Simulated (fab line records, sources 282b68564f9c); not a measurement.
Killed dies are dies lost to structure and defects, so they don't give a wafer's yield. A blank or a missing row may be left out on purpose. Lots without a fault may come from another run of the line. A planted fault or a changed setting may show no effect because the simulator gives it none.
fab line records | flow rit_cmos
record lots=6 wafers=18 last_day=7
route steps=202 shown NRETRO@60 PRETRO@64 M1@202
lots that met no fault: from a run of the same line without faults
start_h: hours from the record's first day to the start of the lot's first wafer shown | wait_h: hours since the lot's step before | " the same as in the row above | L1.1+2: a row that stands for several wafers | - no value, or no start given | * or withheld: withheld | < > ~ a bound
route shown NAME@n: a module of which the file shows steps, and the number in the route of the first | usual: mean/standard deviation of fault-free wafers | same: alike in all rows | chamber/n: place in a boat | sites: the reading at each site | _std_site: their standard deviation | _edge_site: outer sites' mean less inner sites' | radius_mm: how far each site lies from the wafer's centre | mask NAME#n: copy n | behind: the tool/chamber that last shaped the wafer | hold: why the lot was held/for how many hours/how that ended | device: the transistor (n, p or np) that didn't switch | end of line: the same wafers' tests at the end of the route | a step without rows: its recipe alone | killed: dies lost to structure and defects at the first sort, not the wafer's yield | map: a wafer's dies, x killed, . not, _ none there
set.NAME: the setting as run; set.NAME@STEP: as run at that earlier step | model.NAME: the simulator's own value behind a step, which no gauge read
lots at some steps of the route; a table a step, a row a wafer
services: from which hour (start_h, from the record's first day; less than 0 if before it) a tool's chamber was out of use, for how many hours, and why
## steps
# step RIT_NRETRO_HARDBAKE_07
# recipe resist=NOVOLAK temp_c=140 time_s=120
# step RIT_NRETRO_IMPLANT_08
# recipe species=P energy_kev=70 dose_cm2=1e+13 tilt_deg=7
# step RIT_NRETRO_STRIP_09
# recipe chemistry=O2 time_s=180 resist=NOVOLAK platen_temp_c=withheld power_w=500 pressure_mtorr=4000 o2_flow_sccm=4000
# usual drypump_motor_current_A=5.3/0.48
# columns lot.wafer tool chamber start_h wait_h drypump_motor_current_A rf_hours_counter_h
L539.3 plasma_asher-01 1 55.37 0.1 5.5 -
L539.5 " 0 " " 5.3 -
L539.6 " 1 " " 5.6 -
L542.1 plasma_asher-03 0 70.52 0.1 4.7 41
L542.2 " 1 " " 5.9 41
L542.6 " 0 " " 4.7 -
L543.2 plasma_asher-02 1 75.58 0.1 4.7 28
L543.3 " 0 " " 5.7 -
L543.4 " 1 " " 4.7 -
L551.1 plasma_asher-02 1 114.37 0.1 4.7 32
L551.4 " 0 " " 5.7 -
L551.6 " 0 " " 5.7 -
L552.1 plasma_asher-03 1 120.11 0.1 5.9 47
L552.4 " 0 " " 4.7 -
L552.5 " 1 " " 5.9 -
L554.1 plasma_asher-03 1 129.25 0.1 5.9 48
L554.4 " 1 " " 5.9 -
L554.5 " 1 " " 5.9 -
# step RIT_NRETRO_TW_MEAS_10
# usual NRETRO_TW=1045/6.2
# columns lot.wafer tool chamber start_h wait_h NRETRO_TW
L539.3 film_metro-02 - 55.51 0.1 1049
L539.5 " - " " 1052
L539.6 " - " " 1045
L542.1 film_metro-02 - 70.69 0.1 1049
L542.2 " - " " 1049
L542.6 " - " " 1041
L543.2 film_metro-02 - 75.77 0.1 1050
L543.3 " - " " 1052
L543.4 " - " " 1053
L551.1 film_metro-04 - 114.55 0.1 1040
L551.4 " - " " 1043
L551.6 " - " " 1042
L552.1 film_metro-04 - 120.28 0.1 1038
L552.4 " - " " 1034
L552.5 " - " " 1034
L554.1 film_metro-04 - 129.42 0.1 1035
L554.4 " - " " 1032
L554.5 " - " " 1030
# step RIT_PRETRO_HMDS_00
# recipe prime_time_s=60 prime_temp_c=140
# step RIT_PRETRO_COAT_01
# recipe resist=NOVOLAK spin_rpm=2000 resist_thk_nm=1300
# step RIT_PRETRO_SOFTBAKE_02
# recipe resist=NOVOLAK temp_c=90 time_s=60
# step RIT_PRETRO_EXPOSE_03
# recipe mask_id=M5 na=0.57 target_cd_nm=43700 dose_mj=250
# step RIT_PRETRO_PEB_04
# recipe resist=NOVOLAK temp_c=withheld time_s=withheld
# step RIT_PRETRO_DEVELOP_05
# recipe resist=NOVOLAK develop_time_s=68 dev_temp_c=23
# step RIT_PRETRO_OVL_MEAS_06
# usual PRETRO_OVL=1.0/1.4
# columns lot.wafer tool chamber start_h wait_h PRETRO_OVL[nm]
L539.3 overlay-01 - 56.44 - -0.9
L539.5 " - " " -1.1
L539.6 " - " " -2.6
L542.1 overlay-01 - 71.76 - -0.1
L542.2 " - " " -1.7
L542.6 " - " " -0.7
L543.2 overlay-02 - 76.71 - 0.2
L543.3 " - " " 2.0
L543.4 " - " " 0.5
L551.1 overlay-02 - 115.56 - 0.1
L551.4 " - " " 0.8
L551.6 " - " " -0.1
L552.1 overlay-01 - 121.22 - -2.0
L552.4 " - " " 0.3
L552.5 " - " " -0.8
L554.1 overlay-02 - 130.47 - -1.3
L554.4 " - " " -0.1
L554.5 " - " " 0.4
# step RIT_PRETRO_HARDBAKE_07
# recipe resist=NOVOLAK temp_c=140 time_s=120
# step RIT_PRETRO_IMPLANT_08
# recipe species=B energy_kev=45 dose_cm2=1.2e+13 tilt_deg=7
# usual dose_ions_cm2=1.1998e+13/1.4e+10
# columns lot.wafer tool chamber start_h wait_h dose_ions_cm2
L539.3 implanter-02 0 56.76 0.2 1.1992e+13
L539.5 " 0 " " 1.1992e+13
L539.6 " 0 " " 1.1977e+13
L542.1 implanter-02 0 72.04 0.2 1.2353e+13
L542.2 " 0 " " 1.2354e+13
L542.6 " 0 " " 1.2367e+13
L543.2 implanter-02 0 77.06 0.2 1.2327e+13
L543.3 " 0 " " 1.2342e+13
L543.4 " 0 " " 1.2332e+13
L551.1 implanter-04 0 115.84 0.2 1.2018e+13
L551.4 " 0 " " 1.2011e+13
L551.6 " 0 " " 1.1983e+13
L552.1 implanter-01 0 121.51 0.2 1.1997e+13
L552.4 " 0 " " 1.1998e+13
L552.5 " 0 " " 1.2006e+13
L554.1 implanter-04 0 130.75 0.2 1.2011e+13
L554.4 " 0 " " 1.2015e+13
L554.5 " 0 " " 1.1999e+13
# step RIT_PRETRO_STRIP_09
# recipe chemistry=O2 time_s=180 resist=NOVOLAK platen_temp_c=withheld power_w=500 pressure_mtorr=4000 o2_flow_sccm=4000
# usual drypump_motor_current_A=5.4/0.34
# columns lot.wafer tool chamber start_h wait_h drypump_motor_current_A rf_hours_counter_h
L539.3 plasma_asher-02 1 56.92 0.1 4.7 -
L539.5 " 0 " " 5.7 -
L539.6 " 1 " " 4.8 -
L542.1 plasma_asher-04 0 72.19 0.1 5.9 44
L542.2 " 1 " " 5.4 44
L542.6 " 1 " " 5.3 -
L543.2 plasma_asher-01 1 77.19 0.1 5.5 44
L543.3 " 0 " " 5.3 -
L543.4 " 1 " " 5.5 -
L551.1 plasma_asher-01 1 115.99 0.1 5.5 48
L551.4 " 0 " " 5.3 -
L551.6 " 1 " " 5.5 -
L552.1 plasma_asher-02 1 121.66 0.1 4.7 33
L552.4 " 0 " " 5.8 -
L552.5 " 1 " " 4.7 -
L554.1 plasma_asher-02 1 130.90 0.1 4.7 34
L554.4 " 0 " " 5.7 -
L554.5 " 0 " " 5.7 -
# step RIT_M1_PROBE_99
# usual killed_at_M0_to_M3=0.0/0.22 killed_at_front_end=7/3.1 killed_dies=7/3.1 killed_on_rim=1.6/1.3 killed_open=3.2/2.1 killed_short=3.4/2
# same gross_dies=264 killed_at_M4_up=0 killed_at_back_side=0 killed_at_contacts=0 killed_at_other=0
# columns lot.wafer tool chamber start_h wait_h killed_at_M0_to_M3 killed_at_front_end killed_dies killed_on_rim killed_open killed_short
L539.3 prober-01 - 84.67 0.2 0 14 14 5 7 7
L539.5 prober-01 - 84.77 0.2 0 5 5 2 2 3
L539.6 prober-01 - 84.82 0.2 0 4 4 1 4 0
L542.1 prober-02 - 98.67 0.1 0 3 3 0 1 2
L542.2 prober-02 - 98.72 0.1 0 4 4 1 2 2
L542.6 prober-02 - 98.92 0.2 0 8 8 1 4 4
L543.2 prober-01 - 107.70 0.1 1 4 5 0 2 3
L543.3 prober-01 - 107.75 0.2 0 10 10 0 7 3
L543.4 prober-01 - 107.80 0.2 0 16 16 5 8 8
L551.1 prober-02 - 141.97 0.1 0 5 5 1 2 3
L551.4 prober-02 - 142.12 0.2 0 6 6 2 4 2
L551.6 prober-02 - 142.22 0.2 0 10 10 1 6 4
L552.1 prober-01 - 146.77 0.1 0 1 1 1 0 1
L552.4 prober-01 - 146.92 0.2 0 2 2 0 0 2
L552.5 prober-01 - 146.97 0.2 0 8 8 3 2 6
L554.1 prober-01 - 156.42 0.1 0 5 5 2 2 3
L554.4 prober-01 - 156.57 0.2 0 5 5 1 3 2
L554.5 prober-01 - 156.62 0.2 0 7 7 0 1 6
# killed by level:class
L539.3 GATE:geometric_particle:open=4 GATE:geometric_particle:short=2 REOX:geometric_particle:short=2 SPACER:geometric_particle:short=2 FOX1:geometric_particle:short=1 FOX2:geometric_particle:open=1 REOX:geometric_particle:open=1 SILICIDE:geometric_particle:open=1
L539.5 FOX1:geometric_particle:short=2 REOX:geometric_particle:short=1 SPACER:geometric_particle:open=1 SILICIDE:geometric_particle:open=1
L539.6 GATE:geometric_particle:open=3 FOX1:geometric_particle:open=1
L542.1 ACTIVE:geometric_particle:short=1 REOX:geometric_particle:open=1 REOX:geometric_particle:short=1
L542.2 GATE:geometric_particle:short=2 FOX1:geometric_particle:open=1 REOX:geometric_particle:open=1
L542.6 FOX1:geometric_particle:short=2 FOX2:geometric_particle:open=1 FOX2:geometric_particle:short=1 GATE:geometric_particle:open=1 REOX:geometric_particle:short=1 REOX:geometric_particle:open=1 SILICIDE:geometric_particle:open=1
L543.2 FOX1:geometric_particle:open=1 GATE:geometric_particle:short=1 REOX:geometric_particle:short=1 REOX:geometric_particle:open=1 M1:geometric_particle:short=1
L543.3 GATE:geometric_particle:open=4 FOX1:geometric_particle:open=3 FOX1:geometric_particle:short=1 GATE:geometric_particle:short=1 SILICIDE:geometric_particle:short=1
L543.4 GATE:geometric_particle:short=5 GATE:geometric_particle:open=5 REOX:geometric_particle:short=2 FOX2:geometric_particle:open=1 REOX:geometric_particle:open=1 SPACER:geometric_particle:short=1 SILICIDE:geometric_particle:open=1
L551.1 GATE:geometric_particle:short=3 SPACER:geometric_particle:open=1 SILICIDE:geometric_particle:open=1
L551.4 GATE:geometric_particle:open=2 REOX:geometric_particle:short=2 FOX1:geometric_particle:open=1 SPACER:geometric_particle:open=1
L551.6 GATE:geometric_particle:open=3 REOX:geometric_particle:short=3 FOX1:geometric_particle:open=1 FOX2:geometric_particle:short=1 FOX2:geometric_particle:open=1 REOX:geometric_particle:open=1
L552.1 GATE:geometric_particle:short=1
L552.4 GATE:geometric_particle:short=2
L552.5 SPACER:geometric_particle:short=5 GATE:geometric_particle:open=1 REOX:geometric_particle:short=1 SPACER:geometric_particle:open=1
L554.1 FOX1:geometric_particle:short=2 FOX1:geometric_particle:open=1 FOX2:geometric_particle:open=1 SPACER:geometric_particle:short=1
L554.4 FOX1:geometric_particle:open=2 FOX2:geometric_particle:open=1 GATE:geometric_particle:short=1 SILICIDE:geometric_particle:short=1
L554.5 FOX2:geometric_particle:short=2 GATE:geometric_particle:short=2 FOX1:geometric_particle:short=1 REOX:geometric_particle:open=1 SPACER:geometric_particle:short=1
## services
# columns tool chamber start_h hours kind
implanter-04 - 63.58 4.0 pm
implanter-04 - 81.70 2.1 repair
implanter-01 - 83.40 6.1 repair
implanter-02 - 102.93 2.7 repair
plasma_asher-04 - 108.75 9.0 pm
plasma_asher-04 0 108.75 9.0 vent_cycle
plasma_asher-04 1 108.75 9.0 vent_cycle
plasma_asher-02 - 112.24 1.4 repair
plasma_asher-04 0 117.75 - clean
plasma_asher-04 1 117.75 - clean
## key
first_sign step=RIT_PRETRO_IMPLANT_08 reading=dose_ions_cm2 direction=up sigmas=25 usual=1.1998e+13 struck=1.2346e+13
effect none on later readings
met_at RIT_PRETRO_IMPLANT_08
struck_wafers L542.1,L542.2,L542.6,L543.2,L543.3,L543.4
tester_left_out L542,L543
onset_between 56.76 72.04
fault kind=process_parameter_drift tool=implanter-02 chamber=- onset_h=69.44 steps=RIT_PRETRO_IMPLANT_08 channel=dose_cm2 offset=3.3775e+11 shape=step end_h=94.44 acts_in=these_recipes_only stated=1.2e+13
# tester_left_out: of these lots the tester's yield and bins aren't shown, on N5 and GAA mostly nor the transistor test; their killed dies are dies lost to structure and defects alone, not to doping, threshold or leakage, so they don't give the yield
